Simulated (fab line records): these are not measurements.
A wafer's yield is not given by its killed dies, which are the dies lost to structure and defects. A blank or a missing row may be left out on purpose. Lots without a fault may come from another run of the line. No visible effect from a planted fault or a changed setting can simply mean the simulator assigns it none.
A lot that was struck, set against a sound lot / flow berkeley_cmos170 / 16 out of 331 route steps
Sound: the wafers L630.1, L630.5, L630.6. Struck: wafers L638.2, L638.3, L638.5. Last of all comes the cause.
Order at every step that has rows: each side's tool, ch and its chambers, its first start. Under that, the readings that differ: sound wafers / struck wafers / difference of the means / sigmas: that difference in standard deviations of wafers without a fault.
alike: same words and numbers on both sides, and readings whose means sit less than 2 such deviations apart. not compared: any withheld reading, any reading some wafer has no value for, any bound like >300 that may hide the same value, and any number with overlapping values for which the record gives no deviation.
The two part at a step that has a row with sigmas, a row that says differs or no value, or rows on one side only. When numbers do not overlap yet have no deviation, they are printed without sigmas and do not part them. A reading missing from all wafers of one side parts the sides only when that side holds two or more wafers.

UCB170_NWELL_THK_MEAS_02:
  struck on film_metro-04, day 5 14:55; sound on film_metro-03, day 3 22:43
  alike: NWELL_OXIDE_THK
then, 2 steps without rows for these wafers: UCB170_NWELL_ANNEAL_03 (time 900 s); UCB170_NWELL_CVD_04 (deposits Si3N4 from SiH2Cl2/NH3, target thk 224 nm, time 3360 s).
UCB170_NWELL_THK_MEAS_05:
  struck on film_metro-02, day 5 22:31; sound on film_metro-02, day 4 06:13
  alike: NWELL_NITRIDE_THK
then, 6 steps without rows for these wafers: UCB170_NWELL_HMDS_06 (prime time 60 s); UCB170_NWELL_COAT_07 (resist thk 900 nm); UCB170_NWELL_SOFTBAKE_08 (time 60 s); UCB170_NWELL_EXPOSE_09 (exposes mask NWELL, target cd 3000 nm); UCB170_NWELL_PEB_10; UCB170_NWELL_DEVELOP_11 (develop time 45 s).
UCB170_NWELL_OVL_MEAS_12:
  struck on overlay-01, day 5 23:35; sound on overlay-02, day 4 08:23
  alike: NWELL_OVL
UCB170_NWELL_ETCH_13: etches Si3N4 in CH3F/Ar/O2, stops on SiO2, target depth 246.4 nm, time 154 s.
  sound on rie_diel-02 ch 0,3, day 4 08:26; struck on rie_diel-03 ch 0,1,2, day 5 23:37
  alike: drypump_motor_current_A, oes_product_au, throttle_valve_pct
  not compared: rf_hours_counter_h
UCB170_NWELL_IMPLANT_14:
  sound on implanter-04 ch 0, day 4 08:32; struck on implanter-01 ch 0, day 5 23:44
reading=dose_ions_cm2; sound=1.0004e+13 1.0001e+13 9.998e+12; struck=4.9976e+13 4.9998e+13 4.9991e+13; difference=+3.9987e+13; sigmas=+99 or more
reading=faraday_current_uA; sound=31.3 30.1 30.7; struck=158.9 160.3 159.2; difference=+128.8; sigmas=+99 or more
  alike: beam_energy_keV, end_station_pressure_torr
UCB170_NWELL_STRIP_15: strips in O2.
  sound on plasma_asher-03 ch 0,1, day 4 08:41; struck on plasma_asher-02 ch 0,1, day 5 23:52
  alike: drypump_motor_current_A, oes_product_au, strip_time_to_endpoint_s
  not compared: rf_hours_counter_h
UCB170_NWELL_TW_MEAS_16:
  struck on film_metro-03, day 6 00:13; sound on film_metro-02, day 4 08:47
reading=NWELL_TW; sound=1259 1253 1251; struck=2135 2131 2141; difference=+881; sigmas=+52
  not compared: hold
UCB170_M3_PROBE_99:
  the record has rows for the sound wafers here (prober-01, day 10 09:39) and none for the struck ones

WHERE THEY PART
Earliest at UCB170_NWELL_IMPLANT_14; latest, in this record, at UCB170_M3_PROBE_99.

WHY: the cause the simulator had injected
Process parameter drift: implanter-01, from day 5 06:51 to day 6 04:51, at UCB170_NWELL_IMPLANT_14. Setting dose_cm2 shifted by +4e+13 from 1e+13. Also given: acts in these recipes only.
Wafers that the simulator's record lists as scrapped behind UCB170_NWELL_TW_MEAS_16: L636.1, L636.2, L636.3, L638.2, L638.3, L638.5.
